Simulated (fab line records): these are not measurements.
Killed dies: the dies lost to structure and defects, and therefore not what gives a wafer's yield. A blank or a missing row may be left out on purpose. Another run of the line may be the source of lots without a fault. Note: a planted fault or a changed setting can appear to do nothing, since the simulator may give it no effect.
Which tool is to blame? || flow berkeley_cmos170 || 13 lots, 39 wafers sampled, at 2 steps of a route of 331

== WHAT THE GAUGES READ, wafer by wafer ==
UCB170_V1_THK_MEAS_04. Usual: V1_POLISHED_THK gives 999.8 nm (standard deviation 1.1).
{"lot": "L447", "measured": "day 9 09:09", "on": "film_metro-02", "V1_POLISHED_THK (nm)": "1003.4 999.8 1002.3", "flag": ""}
{"lot": "L449", "measured": "day 9 10:29", "on": "film_metro-01", "V1_POLISHED_THK (nm)": "1000.0 998.4 998.8", "flag": ""}
{"lot": "L450", "measured": "day 10 02:08", "on": "film_metro-02", "V1_POLISHED_THK (nm)": "999.0 1000.6 1000.6", "flag": ""}
{"lot": "L452", "measured": "day 10 18:12", "on": "film_metro-03", "V1_POLISHED_THK (nm)": "999.3 1000.1 1000.2", "flag": ""}
{"lot": "L451", "measured": "day 10 20:43", "on": "film_metro-01", "V1_POLISHED_THK (nm)": "999.0 999.2 998.5", "flag": ""}
{"lot": "L455", "measured": "day 10 22:07", "on": "film_metro-01", "V1_POLISHED_THK (nm)": "997.8 999.3 999.9", "flag": ""}
{"lot": "L453", "measured": "day 10 23:23", "on": "film_metro-03", "V1_POLISHED_THK (nm)": "1000.7 1001.8 1000.1", "flag": ""}
{"lot": "L456", "measured": "day 11 07:08", "on": "film_metro-03", "V1_POLISHED_THK (nm)": "1000.6 999.5 1001.2", "flag": ""}
{"lot": "L461", "measured": "day 11 18:42", "on": "film_metro-02", "V1_POLISHED_THK (nm)": "1000.5 1002.2 1002.3", "flag": ""}
{"lot": "L460", "measured": "day 11 20:41", "on": "film_metro-03", "V1_POLISHED_THK (nm)": "1000.2 999.9 1001.2", "flag": ""}
{"lot": "L458", "measured": "day 11 22:01", "on": "film_metro-01", "V1_POLISHED_THK (nm)": "1000.3 1000.5 999.2", "flag": ""}
{"lot": "L459", "measured": "day 11 22:01", "on": "film_metro-03", "V1_POLISHED_THK (nm)": "999.7 1000.7 1000.2", "flag": ""}
{"lot": "L464", "measured": "day 12 16:40", "on": "film_metro-03", "V1_POLISHED_THK (nm)": "1001.2 1343.9 1001.4", "flag": "OFF"}

== WHICH TOOL RAN EACH LOT (tool, then ch and the chambers of the sampled wafers, then the start) ==
{"lot": "L447", "UCB170_V1_CMP_02": "cmp-01 ch 0,2, day 9 08:47"}
{"lot": "L449", "UCB170_V1_CMP_02": "cmp-02 ch 0,2,3, day 9 10:04"}
{"lot": "L450", "UCB170_V1_CMP_02": "cmp-02 ch 0,1,2, day 10 01:52"}
{"lot": "L452", "UCB170_V1_CMP_02": "cmp-02 ch 1,2,3, day 10 17:49"}
{"lot": "L451", "UCB170_V1_CMP_02": "cmp-01 ch 0,1, day 10 20:17"}
{"lot": "L455", "UCB170_V1_CMP_02": "cmp-01 ch 1,3, day 10 21:45"}
{"lot": "L453", "UCB170_V1_CMP_02": "cmp-02 ch 0,1,3, day 10 23:04"}
{"lot": "L456", "UCB170_V1_CMP_02": "cmp-02 ch 0,2,3, day 11 06:46"}
{"lot": "L461", "UCB170_V1_CMP_02": "cmp-01 ch 0,1,3, day 11 18:19"}
{"lot": "L460", "UCB170_V1_CMP_02": "cmp-02 ch 0,2, day 11 20:15"}
{"lot": "L458", "UCB170_V1_CMP_02": "cmp-02 ch 1,3, day 11 21:38"}
{"lot": "L459", "UCB170_V1_CMP_02": "cmp-01 ch 0,1,2, day 11 21:41"}
{"lot": "L464", "UCB170_V1_CMP_02": "cmp-02 ch 0,1,2, day 12 16:15"}
- UCB170_V1_CMP_02: polishes SiO2.

== WHAT THE TOOLS THEMSELVES READ (means of the sampled wafers that have a number; where no wafer has one, the mark that the record gives instead) ==
UCB170_V1_CMP_02. Usual: motor_current_A 15.6 A, standard deviation 0.96.
{"lot": "L447", "tool": "cmp-01", "motor_current_A (A)": 15.4, "flag": ""}
{"lot": "L449", "tool": "cmp-02", "motor_current_A (A)": 15.8, "flag": ""}
{"lot": "L450", "tool": "cmp-02", "motor_current_A (A)": 15.4, "flag": ""}
{"lot": "L452", "tool": "cmp-02", "motor_current_A (A)": 15.0, "flag": ""}
{"lot": "L451", "tool": "cmp-01", "motor_current_A (A)": 16.1, "flag": ""}
{"lot": "L455", "tool": "cmp-01", "motor_current_A (A)": 15.9, "flag": ""}
{"lot": "L453", "tool": "cmp-02", "motor_current_A (A)": 14.7, "flag": ""}
{"lot": "L456", "tool": "cmp-02", "motor_current_A (A)": 15.6, "flag": ""}
{"lot": "L461", "tool": "cmp-01", "motor_current_A (A)": 16.0, "flag": ""}
{"lot": "L460", "tool": "cmp-02", "motor_current_A (A)": 16.5, "flag": ""}
{"lot": "L458", "tool": "cmp-02", "motor_current_A (A)": 15.0, "flag": ""}
{"lot": "L459", "tool": "cmp-01", "motor_current_A (A)": 15.8, "flag": ""}
{"lot": "L464", "tool": "cmp-02", "motor_current_A (A)": 15.6, "flag": ""}

== THE ANSWER, worked out from the rows above alone ==
Rule: a lot counts as off when the mean over its wafers that have a number is more than 3 standard deviations away from the usual mean. Also off: a lot with no number at a reading for which 4 or more lots have one. Any other lot the step has rows for is counted as sound. After the gauges, taken in route order, come the tools' own readings; for these a lot's mean is taken, as printed above. At the first step where some lot is off, the reading lying furthest off is the one used; lots without a number count as furthest.
Off: L464, seen at UCB170_V1_THK_MEAS_04 (V1_POLISHED_THK).
A tool fits if, at a process step before that reading, it ran every lot that is off, and no sound lot after the first of them. The gauges at UCB170_V1_THK_MEAS_04 are tried like those tools. Undecided on this evidence; 2 tools fit (cmp-02 at UCB170_V1_CMP_02, film_metro-03 at UCB170_V1_THK_MEAS_04).

== WHAT HAD BEEN PUT IN BY THE SIMULATOR ==
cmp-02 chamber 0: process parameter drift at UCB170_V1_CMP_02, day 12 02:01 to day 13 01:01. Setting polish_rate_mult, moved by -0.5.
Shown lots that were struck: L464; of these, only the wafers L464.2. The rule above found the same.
